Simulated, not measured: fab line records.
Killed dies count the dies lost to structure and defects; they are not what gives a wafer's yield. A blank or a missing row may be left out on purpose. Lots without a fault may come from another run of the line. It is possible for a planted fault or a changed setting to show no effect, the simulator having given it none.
The tool behind it: which one? | flow berkeley-cmos170 | Sampling: 14 lots, 42 wafers, 2 of 331 route steps

WHAT THE GAUGES READ, wafer by wafer
UCB170_FIELD_THK_MEAS_02.
lot  | measured    | on            | FIELD_OXIDE_THK (nm)
L609 | day 5 03:46 | film-metro-04 | 574 576 575
L610 | day 5 13:16 | film-metro-03 | 571 571 575
L611 | day 5 13:17 | film-metro-04 | 591 580 582
L613 | day 6 05:52 | film-metro-02 | 585 582 577
L614 | day 6 05:56 | film-metro-02 | 575 573 566
L618 | day 6 11:28 | film-metro-03 | 582 582 586
L621 | day 6 23:56 | film-metro-03 | 555 562 570
L619 | day 6 23:56 | film-metro-02 | 564 559 559
L620 | day 7 00:00 | film-metro-03 | 566 585 583
L623 | day 7 18:04 | film-metro-03 | 567 564 559
L629 | day 8 15:13 | film-metro-03 | 562 559 562
L630 | day 8 15:15 | film-metro-04 | 553 555 558
L631 | day 8 22:10 | film-metro-02 | 567 551 554
L632 | day 9 06:35 | film-metro-02 | 535 534 529

UCB170_FIELD_THK_MEAS_90.
lot  | measured    | on            | FIELD_OXIDE_LEFT_1_THK (nm)
L609 | day 5 12:20 | film-metro-02 | 458 460 458
L610 | day 6 00:52 | film-metro-03 | 454 455 458
L611 | day 6 00:53 | film-metro-02 | 473 463 467
L613 | day 6 12:02 | film-metro-03 | 469 467 461
L614 | day 6 12:02 | film-metro-02 | 460 457 451
L618 | day 6 17:25 | film-metro-02 | 464 465 468
L621 | day 7 06:47 | film-metro-02 | 440 447 455
L619 | day 7 06:46 | film-metro-03 | 448 443 442
L620 | day 7 06:51 | film-metro-03 | 450 468 467
L623 | day 8 00:25 | film-metro-03 | 452 448 443
L629 | day 8 23:02 | film-metro-02 | 445 442 445
L630 | day 8 23:02 | film-metro-03 | 437 439 441
L631 | day 9 07:08 | film-metro-03 | 451 435 437
L632 | day 9 13:25 | film-metro-02 | 419 417 412

WHAT TOOL EACH LOT RAN ON (gives the tool, then ch and the chambers of the sampled wafers, and finally the start)
The record shows no process step preceding these readings.

AS READ BY THE TOOLS THEMSELVES (means over the sampled wafers that have a number; for cases with no such wafer, the mark the record gives instead)
The record holds no such reading with a usual standard deviation.

THE ANSWER, worked out from the rows above alone
Rule: the usual values come from the lots themselves. Put in order of their means at a reading, lots are off if they are a third of the lots or fewer, leave a main group of 4 or more, and stand apart from it by a gap of 3 or more times the standard deviation of the main group's means; of several such gaps the widest counts. A main group whose means are all the same, to the digits that the tables above print for the reading, isn't used. Also off: a lot with no number at a reading for which 4 or more lots have one. All remaining lots with rows at the step are treated as sound. After the gauges, taken in route order, come the tools' own readings; for these a lot's mean is taken, as printed above. At the first step where some lot is off, the reading lying furthest off is the one used; lots without a number count as furthest.
Nothing can be told from this: no lot is off at any reading shown.

WHAT WAS PUT IN BY THE SIMULATOR
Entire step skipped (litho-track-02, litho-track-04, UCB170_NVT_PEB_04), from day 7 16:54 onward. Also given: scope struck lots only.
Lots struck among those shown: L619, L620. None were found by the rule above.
